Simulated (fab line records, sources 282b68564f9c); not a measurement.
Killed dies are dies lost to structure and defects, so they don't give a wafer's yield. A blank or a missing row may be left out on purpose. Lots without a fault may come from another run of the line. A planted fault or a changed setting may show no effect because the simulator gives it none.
One fault seen from 2 desks | flow rit_cmos | each desk has only its own numbers; what lay behind them comes last

THE METROLOGY DESK
What the gauges read, lot by lot, whatever tool the lot ran on: means of the sampled wafers that have a number. A lot is out of limits, marked OUT, if its mean lies more than 4 standard deviations from the usual mean; the brackets give that distance.
Columns: A = FOX1_OXIDE_THK at RIT_FOX1_THK_MEAS_01, usual 348 nm; B = NRETRO_OVL at RIT_NRETRO_OVL_MEAS_06, usual -0.3 nm; C = cd_nm at RIT_CONTACT_CD_MEAS_08, usual 1000.9 nm
lot  | first seen here | A   | B    | C
L867 | day 1 23:04     | 354 | 0.1  | 1002.1
L868 | day 2 01:57     | 354 | -1.9 | 1005.3
L869 | day 2 06:03     | 347 | 0.4  | 1000.0
L870 | day 2 10:59     | 343 | -1.8 | 1001.8
L871 | day 2 15:59     | 347 | -0.0 | 999.8
L872 | day 2 19:27     | 345 | 0.4  | 1000.2
L873 | day 3 01:01     | 353 | 0.2  | 1001.0
L874 | day 3 09:47     | 341 | -1.6 | 1001.4
L875 | day 3 17:02     | 353 | -0.2 | 998.3
L877 | day 3 21:08     | 342 | -0.5 | 1001.3
L882 | day 5 00:30     | 346 | -0.2 | 1000.3
L884 | day 5 06:26     | 366 | 0.3  | 997.4
L889 | day 6 08:45     | 350 | 1.0  | 999.0
L890 | day 6 13:16     | 339 | -1.4 | 1001.1
This desk's finding: nothing out of limits on any of the 14 lots.

THE TOOL OWNER'S DESK: rie_diel-04
The tool's own readings at RIT_SPACER_ETCHBACK_05 (etches Si3N4 in SF6/CHF3, stops on SiO2, target depth 250 nm, time 240 s): means of the sampled wafers that have a number, for each lot that ran on this tool. A lot is out of limits, marked OUT, if its mean lies more than 4 standard deviations from the usual mean; the brackets give that distance.
Columns: A = drypump_motor_current_A at RIT_SPACER_ETCHBACK_05, usual 5.5 A; B = oes_product_au at RIT_SPACER_ETCHBACK_05, usual 0.845 a.u.; C = throttle_valve_pct at RIT_SPACER_ETCHBACK_05, usual 10.27 %
lot  | first seen here | A   | B     | C
L868 | day 3 17:13     | 5.1 | 0.849 | 10.27
L872 | day 4 05:49     | 5.4 | 0.856 | 10.29
L873 | day 4 13:58     | 5.4 | 0.850 | 10.33
L875 | day 5 00:18     | 5.5 | 0.839 | 10.30
L882 | day 6 10:41     | 5.3 | 0.828 | 10.32
L884 | day 6 16:32     | 5.3 | 0.829 | 10.32
This desk's finding: nothing out of limits on any of the 6 lots.

PUT TOGETHER
The metrology desk saw nothing out of limits.
The tool owner's desk saw nothing out of limits.

WHAT THE SIMULATOR HAD PUT IN
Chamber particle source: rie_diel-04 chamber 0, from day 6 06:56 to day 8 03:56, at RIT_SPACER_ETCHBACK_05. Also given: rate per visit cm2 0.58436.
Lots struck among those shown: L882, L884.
